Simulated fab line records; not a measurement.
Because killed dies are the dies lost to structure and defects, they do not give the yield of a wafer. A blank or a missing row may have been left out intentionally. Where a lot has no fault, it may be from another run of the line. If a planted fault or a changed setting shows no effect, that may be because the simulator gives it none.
The tool behind it: which one? + flow berkeley-cmos170 + 39 wafers sampled from 13 lots at 1 step of a route of 331

## WHAT THE GAUGES READ, wafer by wafer
UCB170_SILICIDE_THK_MEAS_03: measures by xrf.
| lot  | measured     | on            | SILICIDE_TI_THK (nm) |
|------|--------------|---------------|----------------------|
| L342 | day 5 23:02  | film-metro-03 | 29.4 28.9 29.7       |
| L343 | day 6 23:29  | film-metro-04 | 29.8 29.4 29.6       |
| L345 | day 7 08:29  | film-metro-03 | 29.8 29.4 29.7       |
| L347 | day 7 08:49  | film-metro-03 | 29.4 29.6 29.9       |
| L348 | day 8 01:38  | film-metro-03 | 29.4 29.9 29.3       |
| L349 | day 8 12:10  | film-metro-04 | 29.6 29.8 29.9       |
| L352 | day 9 02:13  | film-metro-04 | 29.7 30.1 29.9       |
| L353 | day 9 14:51  | film-metro-03 | 29.1 29.0 29.2       |
| L358 | day 10 08:30 | film-metro-04 | 29.4 29.6 29.4       |
| L359 | day 10 12:33 | film-metro-01 | 29.7 30.1 29.1       |
| L360 | day 10 23:13 | film-metro-01 | 29.0 29.4 29.1       |
| L365 | day 11 13:29 | film-metro-03 | 29.5 29.5 29.2       |
| L364 | day 11 13:52 | film-metro-04 | 30.2 29.7 29.7       |

## TOOL THAT RAN EACH LOT (tool first, then ch and the chambers of the sampled wafers, then the start)
No process step before these readings appears in the record.

## WHAT THE TOOLS THEMSELVES READ (means of the sampled wafers that have a number; where no wafer has one, the mark that the record gives instead)
The record holds no such reading with a usual standard deviation.

## THE ANSWER, worked out from the rows above alone
Rule: the lots themselves supply what counts as usual. The widest of any qualifying gaps counts: lots, ordered by their means at a reading, are off when they make up no more than a third of the lots, leave a main group of 4 or more, and stand apart from it by 3 or more times the standard deviation of that group's means. The tables above print the reading to a certain number of digits; a main group whose means all agree to those digits is not used. Also off: a lot with no number at a reading for which 4 or more lots have one. All remaining lots with rows at the step are treated as sound. The gauges are gone through in route order, then the tools' own readings, and for those a lot's mean is taken as printed above. The first step at which some lot is off is used, and at that step the reading that is off furthest; a lot without a number counts as furthest.
Nothing can be told from this: no lot is off at any reading shown.

## WHAT THE SIMULATOR HAD INSERTED
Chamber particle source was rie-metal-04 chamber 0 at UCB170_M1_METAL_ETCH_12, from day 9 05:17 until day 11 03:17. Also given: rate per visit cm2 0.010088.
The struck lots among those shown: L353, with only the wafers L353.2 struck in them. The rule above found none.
